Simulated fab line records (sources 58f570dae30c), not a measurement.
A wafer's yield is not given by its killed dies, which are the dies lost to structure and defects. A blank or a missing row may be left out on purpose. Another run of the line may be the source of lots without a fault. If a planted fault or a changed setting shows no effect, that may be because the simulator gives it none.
8D (eight disciplines) problem report, filled in by code + flow berkeley-cmos170 + the parts of the form that need people (team, actions taken, sign-off) are left out

## 1. WHAT WENT WRONG
Mean of spin-speed-rpm at UCB170_M2_COAT_10: 1532.4 rpm across 6 wafers in 2 lots; on wafers with no fault it is 1500.1 rpm (standard deviation 0.91). Relative to the usual mean, that is a shift of +36 standard deviations.
The step: resist thk 900 nm.
Seen first at day 12 02:00 on litho-track-03, wafer L582.1. Wafers with a number at this step in the record: 42, from 14 lots. Rule for "out" (also "out of limits"): further than 4 standard deviations from the usual mean. The other wafers with a number count as sound.

## 2. WHAT IT IS AND WHAT IT IS NOT
| question                    | is                     | is not                                                                          |
|-----------------------------|------------------------|---------------------------------------------------------------------------------|
| which readings at this step | spin-speed-rpm         | -                                                                               |
| which lots                  | L582, L585             | L566, L567, L568, L569, L570, L571, L573, L574, L581, L586, L587, L588          |
| which wafers of those lots  | all that have a number | -                                                                               |
| read on which tools         | litho-track-03         | litho-track-01, litho-track-04                                                  |
| when                        | from day 12 02:00      | up to then (27 sound wafers); but 9 sound wafers of L586, L587, L588 came after |

## 3. THE SUSPECTS, EACH WITH WHAT RULES IT OUT
Counting: a tool at any process step up to the reading remains a suspect when it ran all the lots that are out and ran no sound lot after the first of those.
- litho-track-03 at UCB170_M2_COAT_10 (resist thk 900 nm): kept. It ran every lot that is out, first L582 (day 12 02:00), and no sound lot after that; its last sound lot up to then is L581 (day 11 12:00). Its own spin-speed-rpm readings are out on those wafers.
After counting, what remains is litho-track-03 at UCB170_M2_COAT_10.

## 4. THE CAUSE (what the simulator had put in)
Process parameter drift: litho-track-03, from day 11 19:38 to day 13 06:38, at UCB170_M2_COAT_10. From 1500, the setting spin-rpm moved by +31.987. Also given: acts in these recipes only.
This tool alone remained once counting was done.

## 5. THE CHAIN OF EFFECTS, in route order
Each row: a reading whose mean over the struck wafers that have a number lies more than 3 standard deviations from the usual. Readings are gone through only where the record gives a usual standard deviation; hours: the median, over the lots, of the time from a lot's start at the first step in this table giving one to that lot's start at this step; sigmas: the change measured in usual standard deviations.
| hours | step              | reading        | usual      | on struck wafers | change | sigmas |
|-------|-------------------|----------------|------------|------------------|--------|--------|
| 0     | UCB170_M2_COAT_10 | spin-speed-rpm | 1500.1 rpm | 1532.4           | +32.3  | +36    |
The process steps in it:
- UCB170_M2_COAT_10: resist thk 900 nm.
At these later measuring or inspecting steps, every struck wafer for which the step has a row has a number for every such reading, and none has moved that far: UCB170_M3_RS_MEAS_02, UCB170_M3_CD_MEAS_15.

## 6. WHAT WOULD HAVE CAUGHT IT SOONER
The fault began at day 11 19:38; the first out-of-limits reading in this record came at day 12 02:00, 6 hours later.
